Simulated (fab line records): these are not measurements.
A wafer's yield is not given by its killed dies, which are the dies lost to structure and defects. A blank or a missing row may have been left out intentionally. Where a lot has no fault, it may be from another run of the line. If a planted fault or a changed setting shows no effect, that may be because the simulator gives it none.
fab line records	flow rit_cmos
record lots=6	wafers=18	last_day=7
route steps=202 shown PLDD@121 SPACER@125 NSD@131 M1@202
lots with no fault: from the same line, run without faults
start_h: the number of hours between the record's first day and the start of the first shown wafer of the lot	wait_h: how many hours have passed since the lot's step before this one	" the same as in the row above	L1.1+2: several wafers, shown together as one row	- no value, or no start given	* or withheld: withheld	< > ~ a bound
route shown NAME@n: a module of which the file shows steps, and the number in the route of the first	usual: mean/standard deviation taken from wafers without a fault	same: alike in all rows	chamber/n: place in a boat	sites: each site's reading	_std_site: standard deviation across them	_edge_site: outer sites' mean less inner sites'	radius_mm: how far each site lies from the wafer's centre	mask NAME#n: copy n	behind: the most recent tool/chamber to have shaped the wafer	hold: why the lot was held/for how many hours/how that ended	device: names the non-switching transistor (n, p or np)	end of line: tests run on the same wafers once the route is complete	a step without rows: its recipe alone	killed: at the first sort, the dies lost to defects and structure; wafer yield is something else	map: per-die view of a wafer (x killed, . not killed, _ where there is no die)
set.NAME: the setting as run; set.NAME@STEP: as run at that earlier step	model.NAME: the simulator's own value behind a step, which no gauge read
lots at selected steps of the route; one table per step, one row per wafer
services: the hour from which a tool's chamber was out of use, counted from the record's first day as start_h (under 0 if before that day), plus the number of hours and why
## steps
# step RIT_PLDD_HARDBAKE_07
# recipe resist=NOVOLAK	temp_c=140	time_s=60
# step RIT_PLDD_IMPLANT_08
# recipe species=BF2	energy_kev=20	dose_cm2=9e+14	tilt_deg=7
# step RIT_PLDD_STRIP_09
# recipe chemistry=O2	time_s=180	resist=NOVOLAK	platen_temp_c=withheld	power_w=500	pressure_mtorr=4000	o2_flow_sccm=4000
# usual drypump_motor_current_A=5.9/0.41
lot.wafer	tool	chamber	start_h	wait_h	drypump_motor_current_A	rf_hours_counter_h
L410.1	plasma_asher-04	1	68.18	0.1	5.5	24
L410.3	"	1	"	"	5.5	-
L410.4	"	0	"	"	6.2	-
L412.2	plasma_asher-04	0	72.23	0.1	6.2	25
L412.5	"	0	"	"	6.2	-
L412.6	"	1	"	"	5.5	-
L415.4	plasma_asher-04	1	87.43	0.1	5.5	-
L415.5	"	1	"	"	5.5	-
L415.6	"	0	"	"	6.2	-
L417.1	plasma_asher-04	1	99.57	0.1	5.5	29
L417.5	"	1	"	"	5.5	-
L417.6	"	0	"	"	6.2	-
L426.2	plasma_asher-03	0	144.34	0.1	5.9	52
L426.4	"	1	"	"	5.6	-
L426.6	"	1	"	"	5.6	-
L427.2	plasma_asher-03	1	149.34	0.1	5.6	53
L427.3	"	0	"	"	5.8	-
L427.4	"	1	"	"	5.7	-
# step RIT_PLDD_TW_MEAS_10
# usual PLDD_TW=2342/17
lot.wafer	tool	chamber	start_h	wait_h	PLDD_TW
L410.1	film_metro-01	-	68.36	0.1	2324
L410.3	"	-	"	"	2331
L410.4	"	-	"	"	2322
L412.2	film_metro-01	-	72.41	0.1	2346
L412.5	"	-	"	"	2346
L412.6	"	-	"	"	2348
L415.4	film_metro-01	-	87.58	0.1	2337
L415.5	"	-	"	"	2340
L415.6	"	-	"	"	2337
L417.1	film_metro-04	-	99.75	0.1	2359
L417.5	"	-	"	"	2352
L417.6	"	-	"	"	2341
L426.2	film_metro-04	-	144.52	0.1	2354
L426.4	"	-	"	"	2365
L426.6	"	-	"	"	2356
L427.2	film_metro-02	-	149.52	0.1	2325
L427.3	"	-	"	"	2320
L427.4	"	-	"	"	2318
# step RIT_SPACER_CLEAN_00
# recipe chemistry=SC1	mix=3:3:50	time_s=600	temp_c=75
# step RIT_SPACER_CLEAN_01
# recipe chemistry=dHF	dilution=50:1	time_s=30
# step RIT_SPACER_CLEAN_02
# recipe chemistry=SC2	mix=3:3:50	time_s=600	temp_c=75	dry=n2_spin
# step RIT_SPACER_CVD_03
# recipe material=Si3N4	target_thk_nm=250	temp_c=810	precursor=SiH2Cl2/NH3	time_s=3232	pressure_mtorr=300	sih2cl2_flow_sccm=60	nh3_flow_sccm=150
# step RIT_SPACER_THK_MEAS_04
# recipe reads=Si3N4_of_SPACER_CVD_03
# usual SPACER_NITRIDE_THK=244.1/2.1
lot.wafer	tool	chamber	start_h	wait_h	SPACER_NITRIDE_THK[nm]
L410.1	film_metro-03	-	70.70	0.0	247.3
L410.3	"	-	"	"	242.7
L410.4	"	-	"	"	246.6
L412.2	film_metro-01	-	74.79	0.0	244.7
L412.5	"	-	"	"	244.0
L412.6	"	-	"	"	244.8
L415.4	film_metro-03	-	91.05	0.0	247.5
L415.5	"	-	"	"	247.1
L415.6	"	-	"	"	244.7
L417.1	film_metro-02	-	102.09	0.0	242.6
L417.5	"	-	"	"	244.5
L417.6	"	-	"	"	243.1
L426.2	film_metro-02	-	146.87	0.0	246.1
L426.4	"	-	"	"	246.7
L426.6	"	-	"	"	245.4
L427.2	film_metro-03	-	151.87	0.0	245.0
L427.3	"	-	"	"	243.3
L427.4	"	-	"	"	244.2
# step RIT_SPACER_ETCHBACK_05
# recipe target_depth_a=2500	SF6_flow_sccm=30	CHF3_flow_sccm=30	target=Si3N4	chemistry=SF6/CHF3	pressure_mtorr=40	rf_w=250	time_s=240	stop_on=SiO2
# usual drypump_motor_current_A=5.6/0.4	oes_product_au=0.827/0.013	throttle_valve_pct=10.26/0.15
lot.wafer	tool	chamber	start_h	wait_h	drypump_motor_current_A	oes_product_au	rf_hours_counter_h	throttle_valve_pct
L410.1	rie_diel-02	3	70.76	0.1	5.4	0.842	72	10.22
L410.3	"	2	"	"	5.7	0.811	69	10.25
L410.4	"	1	"	"	4.8	0.830	108	10.47
L412.2	rie_diel-03	2	74.84	0.0	6.1	0.840	163	10.04
L412.5	"	2	"	"	6.1	0.840	-	10.06
L412.6	"	3	"	"	5.7	0.847	-	10.26
L415.4	rie_diel-02	0	91.08	0.0	6.0	0.837	11	10.16
L415.5	"	1	"	"	4.8	0.840	-	10.47
L415.6	"	2	"	"	5.7	0.815	-	10.23
L417.1	rie_diel-04	0	102.15	0.1	6.2	0.842	13	10.35
L417.5	"	3	"	"	5.8	0.848	-	10.19
L417.6	"	2	"	"	5.8	0.808	-	10.60
L426.2	rie_diel-03	0	146.92	0.0	5.3	0.815	8	10.41
L426.4	"	2	"	"	6.0	0.839	1	10.04
L426.6	"	2	"	"	6.1	0.836	-	10.04
L427.2	rie_diel-03	3	151.92	0.0	5.7	0.806	1	10.29
L427.3	"	0	"	"	5.3	0.815	8	10.39
L427.4	"	2	"	"	6.1	0.829	1	10.03
# step RIT_NSD_HMDS_00
# recipe prime_time_s=60	prime_temp_c=140
# step RIT_NSD_COAT_01
# recipe resist=NOVOLAK	spin_rpm=3250	resist_thk_nm=1000
# step RIT_NSD_SOFTBAKE_02
# recipe resist=NOVOLAK	temp_c=90	time_s=60
# usual run_length_s=89.34/0.2
lot.wafer	tool	chamber	start_h	wait_h	run_length_s
L410.1	litho_track-03	0	71.21	0.1	89.26
L410.3	"	0	"	"	89.36
L410.4	"	0	"	"	89.25
L412.2	litho_track-02	0	75.31	0.1	89.09
L412.5	"	0	"	"	89.16
L412.6	"	0	"	"	89.30
L415.4	litho_track-02	0	91.60	0.1	99.69
L415.5	"	0	"	"	99.80
L415.6	"	0	"	"	99.58
L417.1	litho_track-02	0	102.60	0.1	99.63
L417.5	"	0	"	"	99.76
L417.6	"	0	"	"	100.02
L426.2	litho_track-03	0	147.48	0.1	89.31
L426.4	"	0	"	"	89.30
L426.6	"	0	"	"	89.45
L427.2	litho_track-03	0	152.63	0.1	89.27
L427.3	"	0	"	"	89.37
L427.4	"	0	"	"	89.44
# step RIT_NSD_EXPOSE_03
# recipe mask_id=M9	na=0.57	target_cd_nm=40700	dose_mj=250
# step RIT_M1_PROBE_99
# usual killed_at_M0_to_M3=0.0/0.2	killed_at_contacts=0.0/0.2	killed_at_front_end=6.8/2.9	killed_dies=6.8/2.9	killed_open=3.3/1.9	killed_short=3.5/2
# same gross_dies=264	killed_at_M4_up=0	killed_at_back_side=0	killed_at_other=0
lot.wafer	tool	chamber	start_h	wait_h	killed_at_M0_to_M3	killed_at_contacts	killed_at_front_end	killed_dies	killed_open	killed_short
L410.1	prober-02	-	84.99	0.1	0	0	11	11	3	8
L410.3	prober-02	-	85.09	0.2	0	0	4	4	3	1
L410.4	prober-02	-	85.14	0.2	0	0	8	8	2	6
L412.2	prober-02	-	87.85	0.1	0	0	6	6	5	1
L412.5	prober-02	-	88.00	0.2	0	0	7	7	3	4
L412.6	prober-02	-	88.05	0.2	0	0	8	8	5	3
L415.4	prober-01	-	103.55	0.5	0	0	4	4	2	2
L415.5	prober-01	-	103.60	0.5	1	0	5	6	2	4
L415.6	prober-01	-	103.65	0.6	0	1	2	3	1	2
L417.1	prober-02	-	116.70	0.1	0	0	9	9	3	6
L417.5	prober-02	-	116.90	0.2	0	0	7	7	5	2
L417.6	prober-02	-	116.95	0.2	0	0	10	10	4	6
L426.2	prober-02	-	158.89	0.1	0	0	6	6	2	4
L426.4	prober-02	-	158.99	0.2	0	0	4	4	2	2
L426.6	prober-02	-	159.09	0.2	0	0	6	6	3	3
L427.2	prober-01	-	163.53	0.1	0	0	6	6	3	3
L427.3	prober-01	-	163.58	0.2	0	0	12	12	5	7
L427.4	prober-01	-	163.63	0.2	0	0	9	9	4	5
# killed by level:class
L410.1 SPACER:geometric_particle:short=4 REOX:geometric_particle:open=2 FOX1:geometric_particle:short=1 FOX1:geometric_particle:open=1 GATE:geometric_particle:short=1 REOX:geometric_particle:short=1 SILICIDE:geometric_particle:short=1
L410.3 SPACER:geometric_particle:open=2 FOX1:geometric_particle:short=1 REOX:geometric_particle:open=1
L410.4 GATE:geometric_particle:short=2 SPACER:geometric_particle:short=2 FOX2:geometric_particle:short=1 REOX:geometric_particle:short=1 REOX:geometric_particle:open=1 SPACER:geometric_particle:open=1
L412.2 GATE:geometric_particle:open=5 GATE:geometric_particle:short=1
L412.5 GATE:geometric_particle:short=3 GATE:geometric_particle:open=2 FOX2:geometric_particle:short=1 SILICIDE:geometric_particle:open=1
L412.6 SILICIDE:geometric_particle:open=2 SILICIDE:geometric_particle:short=2 FOX1:geometric_particle:short=1 FOX1:geometric_particle:open=1 REOX:geometric_particle:open=1 SPACER:geometric_particle:open=1
L415.4 FOX1:geometric_particle:short=1 FOX1:geometric_particle:open=1 GATE:geometric_particle:open=1 SPACER:geometric_particle:short=1
L415.5 FOX1:geometric_particle:short=1 GATE:geometric_particle:short=1 REOX:geometric_particle:short=1 REOX:geometric_particle:open=1 SPACER:geometric_particle:open=1 M1:geometric_particle:short=1
L415.6 GATE:geometric_particle:short=1 SPACER:geometric_particle:short=1 CONTACT:geometric_particle:open=1
L417.1 FOX2:geometric_particle:short=2 GATE:geometric_particle:short=2 SILICIDE:geometric_particle:open=2 REOX:geometric_particle:short=1 SPACER:geometric_particle:open=1 SILICIDE:geometric_particle:short=1
L417.5 GATE:geometric_particle:open=2 FOX2:geometric_particle:open=1 GATE:geometric_particle:short=1 REOX:geometric_particle:open=1 REOX:geometric_particle:short=1 SPACER:geometric_particle:open=1
L417.6 GATE:geometric_particle:short=3 FOX2:geometric_particle:short=2 FOX2:geometric_particle:open=1 GATE:geometric_particle:open=1 SPACER:geometric_particle:open=1 SILICIDE:geometric_particle:short=1 SILICIDE:geometric_particle:open=1
L426.2 GATE:geometric_particle:short=3 GATE:geometric_particle:open=2 SILICIDE:geometric_particle:short=1
L426.4 GATE:geometric_particle:short=1 SPACER:geometric_particle:short=1 SPACER:geometric_particle:open=1 SILICIDE:geometric_particle:open=1
L426.6 FOX1:geometric_particle:short=1 FOX1:geometric_particle:open=1 SPACER:geometric_particle:short=1 SPACER:geometric_particle:open=1 SILICIDE:geometric_particle:open=1 SILICIDE:geometric_particle:short=1
L427.2 GATE:geometric_particle:open=2 GATE:geometric_particle:short=1 REOX:geometric_particle:open=1 REOX:geometric_particle:short=1 SPACER:geometric_particle:short=1
L427.3 GATE:geometric_particle:short=5 GATE:geometric_particle:open=2 FOX2:geometric_particle:open=1 FOX2:geometric_particle:short=1 REOX:geometric_particle:open=1 REOX:geometric_particle:short=1 SILICIDE:geometric_particle:open=1
L427.4 GATE:geometric_particle:short=3 GATE:geometric_particle:open=2 REOX:geometric_particle:short=1 REOX:geometric_particle:open=1 SPACER:geometric_particle:short=1 SPACER:geometric_particle:open=1
## services
tool	chamber	start_h	hours	kind
rie_diel-04	-	47.35	2.8	pm
rie_diel-03	-	72.23	0.4	repair
rie_diel-03	2	76.22	-	clean
rie_diel-03	2	76.22	24.6	scheduled_down
rie_diel-03	2	76.22	24.6	vent_cycle
plasma_asher-03	-	91.42	15.0	pm
rie_diel-03	3	100.78	-	clean
rie_diel-03	3	100.78	16.7	scheduled_down
rie_diel-03	3	100.78	16.7	vent_cycle
rie_diel-03	0	103.13	20.8	repair
rie_diel-04	2	109.09	2.8	repair
rie_diel-03	-	132.29	0.1	repair
## key
first_sign step=RIT_NSD_SOFTBAKE_02	reading=run_length_s	direction=up	sigmas=53	usual=*	struck=*
effect none on later readings
met_at RIT_NSD_SOFTBAKE_02
struck_wafers L415.4,L415.5,L415.6,L417.1,L417.5,L417.6
tester_left_out L415,L417
onset_between 75.31 91.60
fault kind=process_parameter_drift	tool=litho_track-02	chamber=-	onset_h=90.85	steps=RIT_NSD_SOFTBAKE_02	channel=time_s	offset=*	shape=step	end_h=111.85	acts_in=*	stated=*
# tester_left_out: of these lots the tester's yield and bins aren't shown, on N5 and GAA mostly nor the transistor test; their killed dies are dies lost to structure and defects alone, not to doping, threshold or leakage, so they don't give the yield
